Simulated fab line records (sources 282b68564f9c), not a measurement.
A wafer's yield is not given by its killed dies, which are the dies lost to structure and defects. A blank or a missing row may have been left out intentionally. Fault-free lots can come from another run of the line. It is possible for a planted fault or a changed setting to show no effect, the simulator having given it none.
2 desks looking at one fault || flow rit-cmos || only its own numbers are on each desk; what lay behind them is given at the end

## FROM THE METROLOGY DESK
Lot by lot, what the gauges showed, no matter which tool ran the lot: averages of those sampled wafers that carry a number. Any lot whose mean is over 4 standard deviations away from the usual mean is out of limits and marked OUT; that distance is given in the brackets.
Columns: A = NWELL_OVL at RIT_NWELL_OVL_MEAS_06, usual 0.0 nm; B = NWELL_TW at RIT_NWELL_TW_MEAS_10, usual 2156; C = PWELL_OVL at RIT_PWELL_OVL_MEAS_06, usual 1.7 nm
{"lot": "L630", "first seen here": "day 2 16:14", "A": -0.9, "B": 2160, "C": 2.2}
{"lot": "L635", "first seen here": "day 3 17:19", "A": 0.2, "B": 2156, "C": 0.8}
{"lot": "L638", "first seen here": "day 4 06:42", "A": -1.2, "B": 2164, "C": 2.2}
{"lot": "L648", "first seen here": "day 6 07:46", "A": -0.9, "B": 2164, "C": 3.2}
{"lot": "L649", "first seen here": "day 6 11:45", "A": -1.3, "B": 2162, "C": 2.3}
{"lot": "L650", "first seen here": "day 6 16:10", "A": 1.4, "B": 2161, "C": 0.3}
This desk found nothing out of limits on any of the 6 lots.

## FOR THE TOOL OWNER'S DESK: litho-track-01
The tool's own readings at RIT_PWELL_COAT_01 (resist thk 1300 nm): means of the sampled wafers that have a number, for each lot that ran on this tool. Any lot whose mean is over 4 standard deviations away from the usual mean is out of limits and marked OUT; that distance is given in the brackets.
Columns: A = spin-speed-rpm at RIT_PWELL_COAT_01, usual 1999.9 rpm
{"lot": "L638", "first seen here": "day 4 07:31", "A": 2000.2}
{"lot": "L649", "first seen here": "day 6 12:35", "A": "1740.9 (-99 or more) OUT"}
{"lot": "L650", "first seen here": "day 6 16:59", "A": "1744.2 (-99 or more) OUT"}
This desk's finding: out of limits on L649, L650; first on L649, day 6 12:35 (spin-speed-rpm at RIT_PWELL_COAT_01). In limits: L638.

## PUT TOGETHER
The tool owner's desk had the chance to raise an alarm at day 6 12:35 on L649, L650.
From the metrology desk's view, nothing was out of limits.
The metrology desk has L649, L650 on record, within its limits.
Of the lots named, all ran RIT_PWELL_COAT_01 on litho-track-01.

## WHAT THE SIMULATOR HAD PUT IN
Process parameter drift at RIT_PWELL_COAT_01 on litho-track-01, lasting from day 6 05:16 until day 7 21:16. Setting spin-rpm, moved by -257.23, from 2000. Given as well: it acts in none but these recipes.
Struck lots among those shown: L649, L650.
Time in hours from fault onset to the first out-of-limits reading at each desk: the tool owner's desk, 7.
